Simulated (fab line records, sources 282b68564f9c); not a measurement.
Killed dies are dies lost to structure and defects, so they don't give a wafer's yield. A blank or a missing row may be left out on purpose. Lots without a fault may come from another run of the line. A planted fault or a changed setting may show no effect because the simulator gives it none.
Which tool did it? | flow rit_cmos | 13 lots, 39 wafers sampled, at 7 steps of a route of 202

WHAT THE GAUGES READ, wafer by wafer
RIT_ACTIVE_BOW_MEAS_00.
lot  | measured    | on            | INCOMING_BOW (um)
L819 | day 1 15:00 | film_metro-01 | 6 6 2
L821 | day 2 01:00 | film_metro-03 | -2 20 -13
L822 | day 2 06:01 | film_metro-01 | 2 1 -5
L823 | day 2 11:00 | film_metro-03 | 2 4 -4
L824 | day 2 16:02 | film_metro-03 | -4 -6 5
L825 | day 2 21:01 | film_metro-02 | -8 -3 -7
L827 | day 3 07:00 | film_metro-01 | 3 0 -5
L828 | day 3 12:00 | film_metro-03 | -3 -5 -1
L829 | day 3 17:01 | film_metro-02 | -3 0 5
L832 | day 4 08:02 | film_metro-03 | 1 6 -2
L833 | day 4 13:01 | film_metro-02 | -1 -1 -16
L834 | day 4 18:01 | film_metro-02 | 5 -6 3
L840 | day 6 00:00 | film_metro-02 | 0 0 -1

RIT_PWELL_OVL_MEAS_06.
lot  | measured    | on         | PWELL_OVL (nm)
L819 | day 2 03:35 | overlay-01 | 0.0 -0.8 -1.4
L821 | day 2 12:51 | overlay-01 | -1.1 -0.9 -0.6
L822 | day 2 17:59 | overlay-02 | 0.4 1.0 1.9
L823 | day 2 22:55 | overlay-01 | -1.4 -2.1 -1.6
L824 | day 3 04:37 | overlay-02 | -2.4 -3.7 -0.5
L825 | day 3 09:17 | overlay-02 | -1.5 0.4 0.5
L827 | day 3 20:37 | overlay-02 | -0.1 -1.7 -1.3
L828 | day 4 03:01 | overlay-02 | -1.3 0.4 1.3
L829 | day 4 07:41 | overlay-01 | -2.2 0.4 -1.6
L832 | day 4 20:35 | overlay-01 | -0.2 -0.8 0.4
L833 | day 5 02:28 | overlay-02 | -1.9 -1.2 0.1
L834 | day 5 06:01 | overlay-02 | -2.3 -3.8 -2.4
L840 | day 6 12:44 | overlay-02 | -1.2 -0.1 -0.6

RIT_NLDD_OVL_MEAS_06.
lot  | measured    | on         | NLDD_OVL (nm)
L819 | day 3 01:22 | overlay-01 | -0.8 -1.6 0.2
L821 | day 3 08:50 | overlay-02 | 0.1 1.0 -0.7
L822 | day 3 14:04 | overlay-02 | 1.0 -1.8 0.0
L823 | day 3 19:38 | overlay-01 | -1.2 0.9 0.8
L824 | day 4 00:59 | overlay-02 | -0.6 -0.9 -0.5
L825 | day 4 10:20 | overlay-02 | -1.9 -0.4 -0.8
L827 | day 4 18:52 | overlay-02 | -0.1 0.5 0.6
L828 | day 4 22:23 | overlay-01 | 1.8 2.1 1.8
L829 | day 5 03:25 | overlay-02 | 1.9 2.6 1.3
L832 | day 5 15:02 | overlay-02 | - - -
L833 | day 5 21:02 | overlay-01 | -0.7 -1.7 0.4
L834 | day 6 00:38 | overlay-01 | 0.1 -0.3 -1.1
L840 | day 7 06:50 | overlay-02 | 1.0 1.1 1.6

RIT_NLDD_TW_MEAS_10.
lot  | measured    | on            | NLDD_TW
L819 | day 3 01:53 | film_metro-01 | 2445 2453 2465
L821 | day 3 09:21 | film_metro-02 | 2484 2492 2498
L822 | day 3 14:35 | film_metro-01 | 2473 2454 2466
L823 | day 3 20:08 | film_metro-02 | 2480 2479 2489
L824 | day 4 01:30 | film_metro-01 | 2460 2470 2444
L825 | day 4 10:51 | film_metro-01 | 2464 2464 2464
L827 | day 4 19:23 | film_metro-03 | 2555 2556 2550
L828 | day 4 22:53 | film_metro-01 | 2453 2464 2457
L829 | day 5 04:01 | film_metro-02 | 2503 2513 2501
L832 | day 5 15:33 | film_metro-03 | 31 31 31
L833 | day 5 21:43 | film_metro-01 | 2460 2468 2459
L834 | day 6 01:09 | film_metro-03 | 2579 2557 2555
L840 | day 7 07:21 | film_metro-01 | 2464 2442 2454

RIT_PLDD_TW_MEAS_10.
lot  | measured    | on            | PLDD_TW
L819 | day 3 03:32 | film_metro-03 | 2401 2383 2396
L821 | day 3 10:46 | film_metro-01 | 2314 2313 2313
L822 | day 3 16:11 | film_metro-03 | 2414 2399 2411
L823 | day 3 21:34 | film_metro-03 | 2396 2404 2399
L824 | day 4 02:55 | film_metro-01 | 2326 2325 2313
L825 | day 4 12:16 | film_metro-03 | 2394 2395 2395
L827 | day 4 20:48 | film_metro-03 | 2409 2404 2401
L828 | day 5 00:26 | film_metro-01 | 2321 2310 2322
L829 | day 5 05:38 | film_metro-02 | 2382 2356 2357
L832 | day 5 17:01 | film_metro-03 | 2953 2947 2971
L833 | day 5 23:08 | film_metro-03 | 2410 2421 2422
L834 | day 6 02:41 | film_metro-01 | 2317 2298 2312
L840 | day 7 08:46 | film_metro-01 | 2318 2326 2323

WHICH TOOL RAN EACH LOT (tool, then ch and the chambers of the sampled wafers, then the start)
lot  | RIT_PRETRO_STRIP_09                 | RIT_NLDD_EXPOSE_03
L819 | plasma_asher-04 ch 0,1, day 2 12:46 | iline_stepper-01 ch 0, day 3 00:58
L821 | plasma_asher-02 ch 0,1, day 2 22:21 | iline_stepper-01 ch 0, day 3 08:26
L822 | plasma_asher-03 ch 0,1, day 3 02:58 | iline_stepper-01 ch 0, day 3 13:41
L823 | plasma_asher-03 ch 0,1, day 3 08:37 | iline_stepper-01 ch 0, day 3 19:13
L824 | plasma_asher-04 ch 0,1, day 3 13:32 | iline_stepper-01 ch 0, day 4 00:37
L825 | plasma_asher-04 ch 0,1, day 3 19:22 | iline_stepper-02 ch 0, day 4 09:57
L827 | plasma_asher-04 ch 0,1, day 4 07:58 | iline_stepper-02 ch 0, day 4 18:28
L828 | plasma_asher-02 ch 0,1, day 4 12:27 | iline_stepper-01 ch 0, day 4 21:59
L829 | plasma_asher-02 ch 0,1, day 4 17:12 | iline_stepper-02 ch 0, day 5 02:57
L832 | plasma_asher-04 ch 0,1, day 5 05:31 | iline_stepper-01 ch 0, day 5 14:40
L833 | plasma_asher-04 ch 0,1, day 5 11:24 | iline_stepper-02 ch 0, day 5 20:39
L834 | plasma_asher-04 ch 0,1, day 5 15:01 | iline_stepper-02 ch 0, day 6 00:14
L840 | plasma_asher-03 ch 0,1, day 6 21:39 | iline_stepper-01 ch 0, day 7 06:26
- RIT_PRETRO_STRIP_09: strips in O2, time 180 s.
- RIT_NLDD_EXPOSE_03: exposes mask M7, target cd 40700 nm.

WHAT THE TOOLS THEMSELVES READ (means of the sampled wafers that have a number; where no wafer has one, the mark that the record gives instead)
RIT_PRETRO_STRIP_09.
lot  | tool            | drypump_motor_current_A (A) | o2_flow_sccm (sccm)
L819 | plasma_asher-04 | 5.45                        | 3991
L821 | plasma_asher-02 | 5.63                        | 3994
L822 | plasma_asher-03 | 5.72                        | 4014
L823 | plasma_asher-03 | 5.73                        | 4003
L824 | plasma_asher-04 | 5.33                        | 4005
L825 | plasma_asher-04 | 5.31                        | 4013
L827 | plasma_asher-04 | 5.31                        | 4006
L828 | plasma_asher-02 | 5.49                        | 4003
L829 | plasma_asher-02 | 5.51                        | 4007
L832 | plasma_asher-04 | 5.33                        | 4005
L833 | plasma_asher-04 | 5.44                        | 3999
L834 | plasma_asher-04 | 5.33                        | 4016
L840 | plasma_asher-03 | 5.73                        | 3993

THE ANSWER, worked out from the rows above alone
Rule: what is usual is taken from the lots themselves. Put in order of their means at a reading, lots are off if they are a third of the lots or fewer, leave a main group of 4 or more, and stand apart from it by a gap of 3 or more times the standard deviation of the main group's means; of several such gaps the widest counts. A main group whose means are all the same, to the digits that the tables above print for the reading, isn't used. A lot without any number at a reading at which 4 lots or more have one is off too. The other lots that the step has rows for count as sound. The gauges are gone through in route order, then the tools' own readings, and for those a lot's mean is taken as printed above. The first step at which some lot is off is used, and at that step the reading that is off furthest; a lot without a number counts as furthest.
Off: L832, at RIT_NLDD_OVL_MEAS_06 (NLDD_OVL). Without a number there: L832. The main group: mean 0.2 nm, standard deviation 0.98.
A tool fits if, at a process step before that reading, it ran every lot that is off, and no sound lot after the first of them. The gauges at RIT_NLDD_OVL_MEAS_06 aren't tried: what is off there is off at RIT_NLDD_TW_MEAS_10 too, on other tools, and a gauge's error can't cause that. None of those tried fits.

WHAT THE SIMULATOR HAD PUT IN
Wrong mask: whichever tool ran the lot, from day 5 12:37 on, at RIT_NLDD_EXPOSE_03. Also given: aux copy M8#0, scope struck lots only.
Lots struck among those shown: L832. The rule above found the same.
